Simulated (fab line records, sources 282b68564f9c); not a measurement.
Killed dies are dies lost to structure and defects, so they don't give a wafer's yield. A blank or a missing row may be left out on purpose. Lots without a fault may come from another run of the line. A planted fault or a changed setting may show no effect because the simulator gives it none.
A struck lot beside a sound one | flow rit_cmos | 15 steps out of a route of 202
Sound: wafers L141.1, L141.2, L141.6. Struck: wafer L149.3. (L149.2, L149.6 of the same lot were not struck and are left out.) The cause comes at the end.
At each step with rows: each side's tool, then ch and its chambers, then its first start. Under that, the readings that differ: sound wafers | struck wafers | difference of the means | sigmas: that difference in standard deviations of wafers without a fault.
alike: readings whose means differ by less than 2 such deviations, and words and numbers that are the same on both sides. not compared: withheld readings, readings that some wafer has no value for, bounds like >300 that may hide the same value, and numbers for which the record gives no deviation and whose values overlap.
The two part at a step that has a row with sigmas, a row that says differs or no value, or rows on one side only. Numbers that don't overlap but have no deviation are shown without sigmas and don't part them. A reading that every wafer of one side lacks parts them only if that side has two wafers or more.

RIT_SILICIDE_RTA_06: time 10 s, ramp up 5 s, ramp down 10 s.
  sound on rtp_anneal-01 ch 0, day 3 20:28; struck on rtp_anneal-01 ch 0, day 5 13:21
  alike: wafer_temp_C_max
RIT_CONTACT_CVD_00: deposits SiO2 from TEOS, target thk 400 nm, time 61 s.
  sound on pecvd-01 ch 0,1,2, day 3 20:32; struck on pecvd-02 ch 2, day 5 13:24
  alike: heater_power_w, susceptor_temp_C
RIT_CONTACT_THK_MEAS_01:
  sound on film_metro-04, day 3 20:35; struck on film_metro-04, day 5 13:28
  alike: CONTACT_TEOS_THK
then, 6 steps without rows for these wafers: RIT_CONTACT_HMDS_02 (prime time 60 s); RIT_CONTACT_COAT_03 (resist thk 1000 nm); RIT_CONTACT_SOFTBAKE_04 (time 60 s); RIT_CONTACT_EXPOSE_05 (exposes mask M11, target cd 1000 nm); RIT_CONTACT_PEB_06; RIT_CONTACT_DEVELOP_07 (develop time 123 s).
RIT_CONTACT_CD_MEAS_08: target cd 1000 nm.
  sound on cd_sem-01, day 3 21:44; struck on cd_sem-01, day 5 14:30
  alike: cd_nm
RIT_CONTACT_OVL_MEAS_09:
  sound on overlay-02, day 3 21:51; struck on overlay-02, day 5 14:37
  alike: CONTACT_OVL
then, 1 step without rows for these wafers: RIT_CONTACT_HARDBAKE_10 (time 60 s).
RIT_CONTACT_ETCH_11: etches SiO2 in CHF3/CF4/Ar, stops on TiSi2, target depth 480 nm, time 320 s.
  sound on rie_diel-02 ch 0,1,3, day 3 22:02; struck on rie_diel-02 ch 2, day 5 14:48
  reading                                      | sound             | struck | difference | sigmas
  over_etch_frac                               | 0.2 0.2 0.2       | 0.7    | +0.5       |
  model.NOVOLAK_of_CONTACT_COAT_03.thk_nm (nm) | 770.9 775.7 771.6 | 722.7  | -50.0      |
  alike: drypump_motor_current_A, oes_product_au, throttle_valve_pct
  not compared: rf_hours_counter_h
RIT_CONTACT_STRIP_12: strips in O2, time 180 s.
  sound on plasma_asher-01 ch 0,1, day 3 22:14; struck on plasma_asher-04 ch 0, day 5 14:59
  alike: drypump_motor_current_A, o2_flow_sccm
  not compared: rf_hours_counter_h
RIT_M1_PROBE_99:
  sound on prober-01, day 4 03:05; struck on prober-01, day 5 20:10
  reading                                                 | sound                | struck | difference | sigmas
  model.etest.nmos_0p15.junction_log10_a_um               | -13.53 -13.55 -13.41 | -11.07 | +2.43      |
  model.etest.nmos_narrow.off_log10_a_um                  | -13.11 -13.13 -13.28 | -11.07 | +2.10      |
  model.etest.gate_end_array.leak_log10_a_um              | -12.9 -12.8 -13      | -10.9  | +2.0       |
  model.etest.nmos_0p3.off_log10_a_um                     | -13.12 -13.07 -13.24 | -11.07 | +2.07      |
  model.etest.pmos_0p15.junction_log10_a_um               | -13.74 -13.91 -13.72 | -12.06 | +1.73      |
  model.etest.contact_diode_array.leak_log10_a (angstrom) | -9.483 -9.409 -9.546 | -7.647 | +1.832     |
  model.etest.antenna_contact.gate_log10_a_cm2            | -6.113 -6.25 -6.012  | -4.891 | +1.234     |
  model.etest.pmos_0p3.off_log10_a_um                     | -12.91 -12.81 -12.97 | -11.98 | +0.92      |
  alike: killed_at_front_end, killed_dies, killed_open, killed_short

WHERE THEY PART
Nowhere in this record.

WHY: what the simulator had put in
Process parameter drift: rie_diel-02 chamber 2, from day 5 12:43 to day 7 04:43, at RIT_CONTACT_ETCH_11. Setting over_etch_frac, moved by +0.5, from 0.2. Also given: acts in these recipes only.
